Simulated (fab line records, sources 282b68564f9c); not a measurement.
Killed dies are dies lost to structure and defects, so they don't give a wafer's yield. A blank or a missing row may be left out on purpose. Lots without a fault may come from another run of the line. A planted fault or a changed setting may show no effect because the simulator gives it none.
Which tool did it? | flow rit_cmos | 14 lots, 42 wafers sampled, at 5 steps of a route of 202

WHAT THE GAUGES READ, wafer by wafer
RIT_FOX2_THK_MEAS_90. Usual: FIELD_OXIDE_LEFT_1_THK 326 nm, standard deviation 5.3.
lot  | measured    | on            | FIELD_OXIDE_LEFT_1_THK (nm) | flag
L303 | day 1 20:42 | film_metro-02 | 322 328 328                 |
L304 | day 2 00:52 | film_metro-04 | 339 337 330                 |
L305 | day 2 10:35 | film_metro-03 | 331 327 327                 |
L306 | day 2 13:13 | film_metro-02 | 323 330 327                 |
L307 | day 2 16:41 | film_metro-02 | 334 330 330                 |
L308 | day 2 23:07 | film_metro-02 | 322 328 323                 |
L311 | day 3 16:17 | film_metro-03 | 319 314 320                 |
L313 | day 3 22:49 | film_metro-03 | 326 325 326                 |
L315 | day 4 10:08 | film_metro-04 | 315 313 313                 |
L317 | day 4 20:10 | film_metro-02 | 330 330 327                 |
L323 | day 6 00:41 | film_metro-04 | 321 323 319                 |
L324 | day 6 05:40 | film_metro-03 | 328 334 328                 |
L325 | day 6 10:36 | film_metro-04 | 327 332 327                 |
L326 | day 6 18:23 | film_metro-02 | 329 322 326                 |

RIT_NRETRO_TW_MEAS_10. Usual: NRETRO_TW 1052, standard deviation 6.9.
lot  | measured    | on            | NRETRO_TW      | flag
L303 | day 2 06:49 | film_metro-04 | 1048 1049 1051 |
L304 | day 2 12:58 | film_metro-01 | 1059 1062 1053 |
L305 | day 2 21:15 | film_metro-04 | 1043 1048 1045 |
L306 | day 3 01:22 | film_metro-01 | 1056 1052 1055 |
L307 | day 3 02:49 | film_metro-04 | 1040 1045 1050 |
L308 | day 3 09:19 | film_metro-01 | 1052 1053 1053 |
L311 | day 4 03:18 | film_metro-01 | 1058 1047 1050 |
L313 | day 4 11:12 | film_metro-02 | 1061 1065 1061 |
L315 | day 4 22:22 | film_metro-02 | 1061 1064 1057 |
L317 | day 5 07:19 | film_metro-01 | 1051 1046 1050 |
L323 | day 6 11:22 | film_metro-02 | 1053 1050 1049 |
L324 | day 6 16:41 | film_metro-04 | 1039 1041 1041 |
L325 | day 6 21:59 | film_metro-04 | 1039 1030 1036 |
L326 | day 7 05:19 | film_metro-02 | 1057 1057 1053 |

RIT_PRETRO_TW_MEAS_10. Usual: PRETRO_TW 478.7, standard deviation 2.5.
lot  | measured    | on            | PRETRO_TW         | flag
L303 | day 2 08:26 | film_metro-02 | 476.5 474.2 475.8 |
L304 | day 2 14:31 | film_metro-03 | 480.6 479.5 476.9 |
L305 | day 2 22:49 | film_metro-01 | 476.9 476.7 478.0 |
L306 | day 3 03:03 | film_metro-03 | 478.8 479.0 476.3 |
L307 | day 3 04:32 | film_metro-01 | 474.7 471.1 475.0 |
L308 | day 3 10:52 | film_metro-01 | 477.2 478.0 474.6 |
L311 | day 4 04:51 | film_metro-02 | 481.0 483.4 480.7 |
L313 | day 4 12:45 | film_metro-03 | 447.5 445.6 446.1 | OFF
L315 | day 5 00:03 | film_metro-03 | 480.2 478.9 480.4 |
L317 | day 5 09:09 | film_metro-03 | 441.8 444.6 445.0 | OFF
L323 | day 6 12:55 | film_metro-03 | 480.0 480.1 482.1 |
L324 | day 6 18:21 | film_metro-03 | 479.4 480.6 481.1 |
L325 | day 6 23:32 | film_metro-03 | 481.6 481.8 481.3 |
L326 | day 7 07:05 | film_metro-01 | 475.7 477.1 474.1 |

RIT_FOX2_THK_MEAS_91. Usual: FIELD_OXIDE_LEFT_2_THK 258 nm, standard deviation 5.6.
lot  | measured    | on            | FIELD_OXIDE_LEFT_2_THK (nm) | flag
L303 | day 2 08:55 | film_metro-03 | 254 261 260                 |
L304 | day 2 15:01 | film_metro-03 | 271 269 263                 |
L305 | day 2 23:19 | film_metro-03 | 263 258 259                 |
L306 | day 3 03:33 | film_metro-03 | 255 263 259                 |
L307 | day 3 05:02 | film_metro-04 | 266 263 262                 |
L308 | day 3 11:20 | film_metro-04 | 254 259 255                 |
L311 | day 4 05:20 | film_metro-03 | 250 246 253                 |
L313 | day 4 13:14 | film_metro-03 | 259 258 259                 |
L315 | day 5 00:32 | film_metro-04 | 246 245 245                 |
L317 | day 5 09:37 | film_metro-03 | 262 262 260                 |
L323 | day 6 13:25 | film_metro-04 | 252 254 251                 |
L324 | day 6 18:50 | film_metro-03 | 260 265 259                 |
L325 | day 7 00:01 | film_metro-04 | 260 266 260                 |
L326 | day 7 07:46 | film_metro-03 | 260 253 257                 |

WHICH TOOL RAN EACH LOT (tool, then ch and the chambers of the sampled wafers, then the start)
lot  | RIT_PRETRO_IMPLANT_08
L303 | implanter-03 ch 0, day 2 08:07
L304 | implanter-03 ch 0, day 2 14:11
L305 | implanter-02 ch 0, day 2 22:30
L306 | implanter-04 ch 0, day 3 02:43
L307 | implanter-03 ch 0, day 3 04:13
L308 | implanter-03 ch 0, day 3 10:32
L311 | implanter-03 ch 0, day 4 04:32
L313 | implanter-03 ch 0, day 4 12:26
L315 | implanter-02 ch 0, day 4 23:44
L317 | implanter-03 ch 0, day 5 08:50
L323 | implanter-02 ch 0, day 6 12:35
L324 | implanter-02 ch 0, day 6 18:04
L325 | implanter-04 ch 0, day 6 23:13
L326 | implanter-02 ch 0, day 7 06:46
- RIT_PRETRO_IMPLANT_08

WHAT THE TOOLS THEMSELVES READ (means of the sampled wafers that have a number; where no wafer has one, the mark that the record gives instead)
RIT_PRETRO_IMPLANT_08. Usual: beam_energy_keV 45.001, standard deviation 0.015.
lot  | tool         | beam_energy_keV | flag
L303 | implanter-03 | 45.018          |
L304 | implanter-03 | 45.014          |
L305 | implanter-02 | 44.985          |
L306 | implanter-04 | 44.976          |
L307 | implanter-03 | 45.014          |
L308 | implanter-03 | 45.006          |
L311 | implanter-03 | 44.997          |
L313 | implanter-03 | 29.231          | OFF
L315 | implanter-02 | 45.000          |
L317 | implanter-03 | 29.228          | OFF
L323 | implanter-02 | 45.004          |
L324 | implanter-02 | 45.002          |
L325 | implanter-04 | 44.993          |
L326 | implanter-02 | 45.021          |

THE ANSWER, worked out from the rows above alone
Rule: a lot is off if the mean of its wafers that have a number lies more than 3 standard deviations from the usual mean. A lot without any number at a reading at which 4 lots or more have one is off too. The other lots that the step has rows for count as sound. The gauges are gone through in route order, then the tools' own readings, and for those a lot's mean is taken as printed above. The first step at which some lot is off is used, and at that step the reading that is off furthest; a lot without a number counts as furthest.
Off: L313, L317, at RIT_PRETRO_TW_MEAS_10 (PRETRO_TW).
A tool fits if, at a process step before that reading, it ran every lot that is off, and no sound lot after the first of them. The gauges at RIT_PRETRO_TW_MEAS_10 aren't tried: what is off there is off at RIT_PRETRO_IMPLANT_08 too, on other tools, and a gauge's error can't cause that. One fits: implanter-03 at RIT_PRETRO_IMPLANT_08. Its last sound lot is L311 (day 4 04:32), its first lot that is off L313 (day 4 12:26): a fault that began between those two fits.
The tool's own readings at RIT_PRETRO_IMPLANT_08 bear it out: on the lots that are off they differ by more than 5 times the standard deviation of the sound lots' means. beam_energy_keV reads 29.230 there against 45.002 on the sound lots.

WHAT THE SIMULATOR HAD PUT IN
Process parameter drift: implanter-03, from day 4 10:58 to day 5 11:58, at RIT_PRETRO_IMPLANT_08. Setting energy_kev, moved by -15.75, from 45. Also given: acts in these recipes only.
Lots struck among those shown: L313, L317. The rule above found the same.
